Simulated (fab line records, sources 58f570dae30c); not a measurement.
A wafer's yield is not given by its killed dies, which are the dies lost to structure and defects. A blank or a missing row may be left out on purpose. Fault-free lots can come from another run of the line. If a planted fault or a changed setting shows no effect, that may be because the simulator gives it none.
Which tool was responsible? || flow berkeleyCmos170 || Sampling: 14 lots, 42 wafers, 4 of 331 route steps

== WHAT THE GAUGES SHOWED, per wafer ==
UCB170_V1_BOW_MEAS_03. Usual: for V1_BOW the level is 19 um and the standard deviation is 6.7.
{"lot": "L957", "measured": "day 8 12:50", "on": "filmMetro-04", "V1_BOW (um)": "30 22 25", "flag": ""}
{"lot": "L958", "measured": "day 8 14:11", "on": "filmMetro-01", "V1_BOW (um)": "21 23 25", "flag": ""}
{"lot": "L960", "measured": "day 8 23:24", "on": "filmMetro-01", "V1_BOW (um)": "22 24 19", "flag": ""}
{"lot": "L962", "measured": "day 9 06:34", "on": "filmMetro-03", "V1_BOW (um)": "30 27 29", "flag": ""}
{"lot": "L963", "measured": "day 10 08:01", "on": "filmMetro-01", "V1_BOW (um)": "26 19 12", "flag": ""}
{"lot": "L966", "measured": "day 10 09:18", "on": "filmMetro-03", "V1_BOW (um)": "8 11 13", "flag": ""}
{"lot": "L964", "measured": "day 10 09:20", "on": "filmMetro-01", "V1_BOW (um)": "12 19 6", "flag": ""}
{"lot": "L965", "measured": "day 10 10:38", "on": "filmMetro-04", "V1_BOW (um)": "22 12 24", "flag": ""}
{"lot": "L968", "measured": "day 10 18:41", "on": "filmMetro-01", "V1_BOW (um)": "17 16 5", "flag": ""}
{"lot": "L967", "measured": "day 10 20:01", "on": "filmMetro-04", "V1_BOW (um)": "16 11 14", "flag": ""}
{"lot": "L973", "measured": "day 12 00:01", "on": "filmMetro-04", "V1_BOW (um)": "22 18 10", "flag": ""}
{"lot": "L974", "measured": "day 12 02:41", "on": "filmMetro-03", "V1_BOW (um)": "22 22 23", "flag": ""}
{"lot": "L976", "measured": "day 13 03:59", "on": "filmMetro-04", "V1_BOW (um)": "18 25 18", "flag": ""}
{"lot": "L980", "measured": "day 14 00:31", "on": "filmMetro-03", "V1_BOW (um)": "20 23 9", "flag": ""}

UCB170_M2_CD_MEAS_15: the cd target is 700 nm. Usual: cdNm 700.3 nm, standard deviation 1.5.
{"lot": "L957", "measured": "day 8 18:08", "on": "cdSem-02", "cdNm (nm)": "702.9 704.1 702.7", "flag": ""}
{"lot": "L958", "measured": "day 8 18:16", "on": "cdSem-01", "cdNm (nm)": "696.9 697.2 697.9", "flag": ""}
{"lot": "L960", "measured": "day 9 03:19", "on": "cdSem-02", "cdNm (nm)": "698.3 699.0 698.5", "flag": ""}
{"lot": "L962", "measured": "day 9 10:20", "on": "cdSem-02", "cdNm (nm)": "698.7 698.5 699.6", "flag": ""}
{"lot": "L963", "measured": "day 10 15:23", "on": "cdSem-02", "cdNm (nm)": "701.3 700.0 700.9", "flag": ""}
{"lot": "L966", "measured": "day 10 16:03", "on": "cdSem-02", "cdNm (nm)": "699.4 700.7 698.5", "flag": ""}
{"lot": "L964", "measured": "day 10 15:37", "on": "cdSem-01", "cdNm (nm)": "699.8 698.6 698.2", "flag": ""}
{"lot": "L965", "measured": "day 10 15:49", "on": "cdSem-02", "cdNm (nm)": "700.0 700.6 700.6", "flag": ""}
{"lot": "L968", "measured": "day 11 01:46", "on": "cdSem-02", "cdNm (nm)": "700.4 700.0 699.4", "flag": ""}
{"lot": "L967", "measured": "day 11 02:14", "on": "cdSem-02", "cdNm (nm)": "699.6 698.6 698.8", "flag": ""}
{"lot": "L973", "measured": "day 12 06:22", "on": "cdSem-01", "cdNm (nm)": "699.5 700.4 699.0", "flag": ""}
{"lot": "L974", "measured": "day 12 06:43", "on": "cdSem-02", "cdNm (nm)": "700.0 699.5 700.0", "flag": ""}
{"lot": "L976", "measured": "day 13 12:43", "on": "cdSem-01", "cdNm (nm)": "698.3 699.2 699.1", "flag": ""}
{"lot": "L980", "measured": "day 14 07:05", "on": "cdSem-01", "cdNm (nm)": "701.6 701.0 700.2", "flag": ""}

UCB170_V2_CD_MEAS_12: the cd target is 700 nm. Usual: cdNm 700.1 nm, standard deviation 1.2.
{"lot": "L957", "measured": "day 8 20:27", "on": "cdSem-02", "cdNm (nm)": "698.1 699.1 700.2", "flag": ""}
{"lot": "L958", "measured": "day 8 20:43", "on": "cdSem-01", "cdNm (nm)": "701.5 700.1 702.6", "flag": ""}
{"lot": "L960", "measured": "day 9 05:56", "on": "cdSem-02", "cdNm (nm)": "697.5 699.1 699.5", "flag": ""}
{"lot": "L962", "measured": "day 9 12:46", "on": "cdSem-02", "cdNm (nm)": "701.0 701.5 701.9", "flag": ""}
{"lot": "L963", "measured": "day 10 17:59", "on": "cdSem-02", "cdNm (nm)": "699.8 700.4 700.4", "flag": ""}
{"lot": "L966", "measured": "day 10 18:41", "on": "cdSem-01", "cdNm (nm)": "700.5 701.2 699.2", "flag": ""}
{"lot": "L964", "measured": "day 10 18:14", "on": "cdSem-01", "cdNm (nm)": "699.5 699.7 700.0", "flag": ""}
{"lot": "L965", "measured": "day 10 18:17", "on": "cdSem-02", "cdNm (nm)": "700.3 699.9 700.3", "flag": ""}
{"lot": "L968", "measured": "day 11 04:46", "on": "cdSem-01", "cdNm (nm)": "699.7 699.1 698.8", "flag": ""}
{"lot": "L967", "measured": "day 11 04:55", "on": "cdSem-02", "cdNm (nm)": "700.6 700.8 699.9", "flag": ""}
{"lot": "L973", "measured": "day 12 08:49", "on": "cdSem-02", "cdNm (nm)": "699.2 699.1 699.7", "flag": ""}
{"lot": "L974", "measured": "day 12 09:13", "on": "cdSem-02", "cdNm (nm)": "698.6 699.2 699.5", "flag": ""}
{"lot": "L976", "measured": "day 13 15:32", "on": "cdSem-02", "cdNm (nm)": "701.9 701.4 700.3", "flag": ""}
{"lot": "L980", "measured": "day 14 11:05", "on": "cdSem-02", "cdNm (nm)": "702.4 702.9 702.5", "flag": ""}

== EACH LOT AND THE TOOL THAT RAN IT (in order: tool; ch and the chambers of the sampled wafers; start) ==
{"lot": "L957", "UCB170_M2_METAL_ETCH_18": "rieMetal-03 ch 0,1, day 8 18:19"}
{"lot": "L958", "UCB170_M2_METAL_ETCH_18": "rieMetal-01 ch 0,1, day 8 18:29"}
{"lot": "L960", "UCB170_M2_METAL_ETCH_18": "rieMetal-02 ch 0,1, day 9 03:31"}
{"lot": "L962", "UCB170_M2_METAL_ETCH_18": "rieMetal-03 ch 0,1, day 9 10:31"}
{"lot": "L963", "UCB170_M2_METAL_ETCH_18": "rieMetal-02 ch 0,1, day 10 15:35"}
{"lot": "L966", "UCB170_M2_METAL_ETCH_18": "rieMetal-02 ch 0,1, day 10 16:15"}
{"lot": "L964", "UCB170_M2_METAL_ETCH_18": "rieMetal-01 ch 0,1, day 10 15:50"}
{"lot": "L965", "UCB170_M2_METAL_ETCH_18": "rieMetal-03 ch 0,1, day 10 16:01"}
{"lot": "L968", "UCB170_M2_METAL_ETCH_18": "rieMetal-03 ch 0,1, day 11 01:58"}
{"lot": "L967", "UCB170_M2_METAL_ETCH_18": "rieMetal-01 ch 0,1, day 11 02:26"}
{"lot": "L973", "UCB170_M2_METAL_ETCH_18": "rieMetal-03 ch 1, day 12 06:32"}
{"lot": "L974", "UCB170_M2_METAL_ETCH_18": "rieMetal-01 ch 0,1, day 12 06:53"}
{"lot": "L976", "UCB170_M2_METAL_ETCH_18": "rieMetal-01 ch 0,1, day 13 12:54"}
{"lot": "L980", "UCB170_M2_METAL_ETCH_18": "rieMetal-03 ch 1, day 14 07:17"}
- UCB170_M2_METAL_ETCH_18: etches Al in Cl2/BCl3, stops on SiO2, target depth 1170 nm, time 195 s.

== WHAT THE TOOLS THEMSELVES READ (means of the sampled wafers that have a number; where no wafer has one, the mark that the record gives instead) ==
UCB170_M2_METAL_ETCH_18. Usual: biasW 120.0 W, standard deviation 0.36; drypumpMotorCurrentA 5.67 A, standard deviation 0.29; mfcCl2Sccm 90.01 sccm, standard deviation 0.29; oesProductAu 0.862 a.u., standard deviation 0.012; throttleValvePct 24.45 %, standard deviation 0.068.
{"lot": "L957", "tool": "rieMetal-03", "biasW (W)": 120.0, "drypumpMotorCurrentA (A)": 5.54, "mfcCl2Sccm (sccm)": 90.07, "oesProductAu (a.u.)": 0.861, "throttleValvePct (%)": 24.43, "flag": ""}
{"lot": "L958", "tool": "rieMetal-01", "biasW (W)": 120.0, "drypumpMotorCurrentA (A)": 5.86, "mfcCl2Sccm (sccm)": 90.02, "oesProductAu (a.u.)": 0.863, "throttleValvePct (%)": 24.46, "flag": ""}
{"lot": "L960", "tool": "rieMetal-02", "biasW (W)": 119.6, "drypumpMotorCurrentA (A)": 5.77, "mfcCl2Sccm (sccm)": 89.91, "oesProductAu (a.u.)": 0.867, "throttleValvePct (%)": 24.40, "flag": ""}
{"lot": "L962", "tool": "rieMetal-03", "biasW (W)": 119.9, "drypumpMotorCurrentA (A)": 5.53, "mfcCl2Sccm (sccm)": 90.25, "oesProductAu (a.u.)": 0.856, "throttleValvePct (%)": 24.43, "flag": ""}
{"lot": "L963", "tool": "rieMetal-02", "biasW (W)": 120.1, "drypumpMotorCurrentA (A)": 5.77, "mfcCl2Sccm (sccm)": 90.06, "oesProductAu (a.u.)": 0.852, "throttleValvePct (%)": 24.41, "flag": ""}
{"lot": "L966", "tool": "rieMetal-02", "biasW (W)": 119.8, "drypumpMotorCurrentA (A)": 5.48, "mfcCl2Sccm (sccm)": 89.95, "oesProductAu (a.u.)": 0.856, "throttleValvePct (%)": 24.41, "flag": ""}
{"lot": "L964", "tool": "rieMetal-01", "biasW (W)": 119.8, "drypumpMotorCurrentA (A)": 5.79, "mfcCl2Sccm (sccm)": 90.08, "oesProductAu (a.u.)": 0.861, "throttleValvePct (%)": 24.52, "flag": ""}
{"lot": "L965", "tool": "rieMetal-03", "biasW (W)": 120.1, "drypumpMotorCurrentA (A)": 5.62, "mfcCl2Sccm (sccm)": 89.88, "oesProductAu (a.u.)": 0.858, "throttleValvePct (%)": 24.48, "flag": ""}
{"lot": "L968", "tool": "rieMetal-03", "biasW (W)": 119.7, "drypumpMotorCurrentA (A)": 5.62, "mfcCl2Sccm (sccm)": 90.13, "oesProductAu (a.u.)": 0.860, "throttleValvePct (%)": 24.47, "flag": ""}
{"lot": "L967", "tool": "rieMetal-01", "biasW (W)": 120.0, "drypumpMotorCurrentA (A)": 5.79, "mfcCl2Sccm (sccm)": 90.17, "oesProductAu (a.u.)": 0.865, "throttleValvePct (%)": 24.51, "flag": ""}
{"lot": "L973", "tool": "rieMetal-03", "biasW (W)": 120.5, "drypumpMotorCurrentA (A)": 5.44, "mfcCl2Sccm (sccm)": 90.01, "oesProductAu (a.u.)": 0.854, "throttleValvePct (%)": 24.38, "flag": ""}
{"lot": "L974", "tool": "rieMetal-01", "biasW (W)": 131.7, "drypumpMotorCurrentA (A)": 5.79, "mfcCl2Sccm (sccm)": 89.93, "oesProductAu (a.u.)": 0.863, "throttleValvePct (%)": 24.50, "flag": "OFF"}
{"lot": "L976", "tool": "rieMetal-01", "biasW (W)": 131.6, "drypumpMotorCurrentA (A)": 5.86, "mfcCl2Sccm (sccm)": 90.13, "oesProductAu (a.u.)": 0.872, "throttleValvePct (%)": 24.46, "flag": "OFF"}
{"lot": "L980", "tool": "rieMetal-03", "biasW (W)": 120.3, "drypumpMotorCurrentA (A)": 5.44, "mfcCl2Sccm (sccm)": 89.90, "oesProductAu (a.u.)": 0.863, "throttleValvePct (%)": 24.38, "flag": ""}

== THE ANSWER, worked out from the rows above alone ==
Rule: take the mean of a lot's wafers that have a number; if it is more than 3 standard deviations from the usual mean, the lot is off. Also off: a lot with no number at a reading for which 4 or more lots have one. Any other lot the step has rows for is counted as sound. The gauges are gone through in route order, then the tools' own readings, and for those a lot's mean is taken as printed above. The first step at which some lot is off is used, and at that step the reading that is off furthest; a lot without a number counts as furthest.
Off at UCB170_M2_METAL_ETCH_18 (biasW): L974, L976.
If a tool, at that step or one of the process steps before it, ran each lot that is off and ran no sound lot following the first of them, it fits. One candidate fits, namely rieMetal-01 at UCB170_M2_METAL_ETCH_18. A fault onset in the window from L967 (day 11 02:26, its last sound lot) to L974 (day 12 06:53, its first lot off) fits.
On the lots that are off, the tool's own readings at UCB170_M2_METAL_ETCH_18 differ by more than 5 times the standard deviation of the sound lots' means, which bears it out; biasW reads 131.6 W there versus 120.0 W on the sound lots.

== WHAT THE SIMULATOR HAD PUT IN ==
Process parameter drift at UCB170_M2_METAL_ETCH_18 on rieMetal-01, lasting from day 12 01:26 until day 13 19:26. A move of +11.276 in setting biasW, from 120. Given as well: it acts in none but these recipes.
Struck lots among those shown: L974, L976. The rule given above showed the same thing.
